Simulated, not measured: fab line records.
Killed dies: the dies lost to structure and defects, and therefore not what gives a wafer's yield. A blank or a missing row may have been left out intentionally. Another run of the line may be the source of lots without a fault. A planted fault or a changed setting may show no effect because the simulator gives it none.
Which tool is to blame?	flow berkeley_cmos170	14 lots, 42 wafers sampled, at 4 steps of a route of 331

WHAT EACH GAUGE READ, for each wafer
UCB170_GATE_CD_MEAS_12: the cd target is 350 nm. Usual: cd_nm reads 349.6 nm (standard deviation 1.6).
lot	measured	on	cd_nm (nm)	flag
L564	day 6 21:31	cd_sem-02	350.8 351.3 350.9	
L565	day 6 22:01	cd_sem-01	352.9 353.8 352.7	
L567	day 7 09:07	cd_sem-02	349.5 348.3 349.1	
L570	day 8 07:35	cd_sem-02	348.0 350.5 349.4	
L573	day 8 18:17	cd_sem-02	347.8 348.3 348.9	
L572	day 8 18:33	cd_sem-02	347.0 347.5 346.7	
L575	day 9 18:01	cd_sem-02	350.2 349.4 349.6	
L574	day 9 18:07	cd_sem-01	347.4 346.9 349.6	
L580	day 10 21:59	cd_sem-01	349.2 348.1 348.6	
L583	day 10 22:21	cd_sem-02	349.3 348.3 348.0	
L585	day 11 08:54	cd_sem-01	352.7 351.6 353.6	
L582	day 11 08:56	cd_sem-02	350.4 350.5 351.5	
L581	day 11 09:08	cd_sem-01	348.6 348.6 348.5	
L587	day 12 00:36	cd_sem-01	349.1 349.3 348.8	

UCB170_PLDD_OVL_MEAS_07. Usual: for PLDD_OVL the level is 3 nm and the standard deviation is 4.5.
lot	measured	on	PLDD_OVL (nm)	flag
L564	day 7 00:25	overlay-01	-4 -6 -2	
L565	day 7 01:26	overlay-01	-1 -2 1	
L567	day 7 12:44	overlay-02	-5 -1 -1	
L570	day 8 10:43	overlay-02	9 5 2	
L573	day 8 20:14	overlay-02	-3 -1 -1	
L572	day 8 20:31	overlay-01	8 10 2	
L575	day 9 21:09	overlay-01	8 6 3	
L574	day 9 20:52	overlay-02	-6 1 2	
L580	day 10 23:48	overlay-01	9 7 2	
L583	day 11 00:17	overlay-01	0 1 -1	
L585	day 11 11:30	overlay-02	5 6 5	
L582	day 11 11:40	overlay-02	-1 2 7	
L581	day 11 11:57	overlay-01	11 12 7	
L587	day 12 02:22	overlay-02	0 -4 3	

UCB170_SDANNEAL_RS_MEAS_02: measures by four-point-probe. Usual: for PSD_RS the level is 75.6 ohm/sq and the standard deviation is 0.33.
lot	measured	on	PSD_RS (ohm/sq)	flag
L564	day 7 17:52	film_metro-02	76.0 75.4 75.3	
L565	day 7 17:54	film_metro-01	75.5 75.5 75.4	
L567	day 8 01:37	film_metro-02	75.6 75.7 76.0	
L570	day 9 02:26	film_metro-01	75.4 75.4 75.7	
L573	day 9 11:26	film_metro-02	75.2 75.6 75.5	
L572	day 9 11:11	film_metro-01	75.8 75.6 75.7	
L580	day 11 15:15	film_metro-01	75.8 75.8 75.8	
L583	day 11 14:31	film_metro-01	75.2 75.3 75.3	
L585	day 12 00:20	film_metro-02	75.3 74.9 74.9	
L582	day 12 00:44	film_metro-03	75.5 75.6 75.9	
L581	day 12 00:56	film_metro-02	75.1 75.5 75.3	
L587	day 12 15:43	film_metro-02	75.8 75.9 76.1	

WHAT TOOL EACH LOT RAN ON (gives the tool, then ch and the chambers of the sampled wafers, and finally the start)
lot	UCB170_SPACER_ETCHBACK_03
L564	rie_diel-04 ch 1,2, day 7 10:37
L565	rie_diel-02 ch 1,2, day 7 10:37
L567	rie_diel-04 ch 1,2,3, day 7 20:29
L570	rie_diel-04 ch 0,1, day 8 21:18
L573	rie_diel-04 ch 2,3, day 9 06:56
L572	rie_diel-02 ch 0,1, day 9 06:56
L575	rie_diel-03 ch 0,1,2, day 10 06:17
L574	rie_diel-04 ch 2,3, day 10 06:17
L580	rie_diel-04 ch 1,2,3, day 11 08:57
L583	rie_diel-03 ch 0,2, day 11 08:57
L585	rie_diel-03 ch 0,1, day 11 19:08
L582	rie_diel-04 ch 1,2,3, day 11 19:08
L581	rie_diel-02 ch 0,1,3, day 11 19:13
L587	rie_diel-02 ch 1,3, day 12 09:11
- UCB170_SPACER_ETCHBACK_03: etches SiO2 in CHF3/CF4/Ar, stops on Si, target depth 376 nm, time 100 s.

WHAT THE TOOLS THEMSELVES READ (means of the sampled wafers that have a number; where no wafer has one, the mark that the record gives instead)
UCB170_SPACER_ETCHBACK_03. Usual: CHF3_flow_sccm 49.99 sccm, standard deviation 0.15; cf4_flow_sccm 10.00 sccm, standard deviation 0.03; drypump_motor_current_A 5.7 A, standard deviation 0.37; oes_product_au 0.890 a.u., standard deviation 0.014; throttle_valve_pct 6.43 %, standard deviation 0.11.
lot	tool	CHF3_flow_sccm (sccm)	cf4_flow_sccm (sccm)	drypump_motor_current_A (A)	oes_product_au (a.u.)	throttle_valve_pct (%)	flag
L564	rie_diel-04	49.98	10.00	5.5	0.910	6.28	
L565	rie_diel-02	49.92	9.97	5.7	0.900	6.49	
L567	rie_diel-04	49.98	10.01	5.6	0.898	6.30	
L570	rie_diel-04	50.09	10.00	5.4	0.905	6.45	
L573	rie_diel-04	49.97	9.98	5.8	0.895	6.30	
L572	rie_diel-02	49.98	9.99	5.3	0.884	6.46	
L575	rie_diel-03	-	-	-	-	-	OFF
L574	rie_diel-04	-	-	-	-	-	OFF
L580	rie_diel-04	50.23	9.99	5.6	0.886	6.30	
L583	rie_diel-03	50.08	10.00	5.7	0.894	6.50	
L585	rie_diel-03	49.99	9.99	5.3	0.882	6.55	
L582	rie_diel-04	50.02	10.01	5.7	0.890	6.29	
L581	rie_diel-02	49.92	10.01	5.5	0.879	6.45	
L587	rie_diel-02	49.94	10.00	5.3	0.879	6.42	

THE ANSWER, worked out from the rows above alone
Rule: a lot is off if the mean of its wafers that have a number lies more than 3 standard deviations from the usual mean. A lot without any number at a reading at which 4 lots or more have one is off too. Where the step has rows for the other lots, those lots are counted as sound. The gauges are gone through in route order, then the tools' own readings, and for those a lot's mean is taken as printed above. At the first step where some lot is off, the reading lying furthest off is the one used; lots without a number count as furthest.
Off: L575, L574, at UCB170_SPACER_ETCHBACK_03 (CHF3_flow_sccm). Without a number there: L575, L574.
A tool fits if, at that step or a process step before it, it ran every lot that is off, and no sound lot after the first of them. None of those tried fits.

WHAT THE SIMULATOR HAD INSERTED
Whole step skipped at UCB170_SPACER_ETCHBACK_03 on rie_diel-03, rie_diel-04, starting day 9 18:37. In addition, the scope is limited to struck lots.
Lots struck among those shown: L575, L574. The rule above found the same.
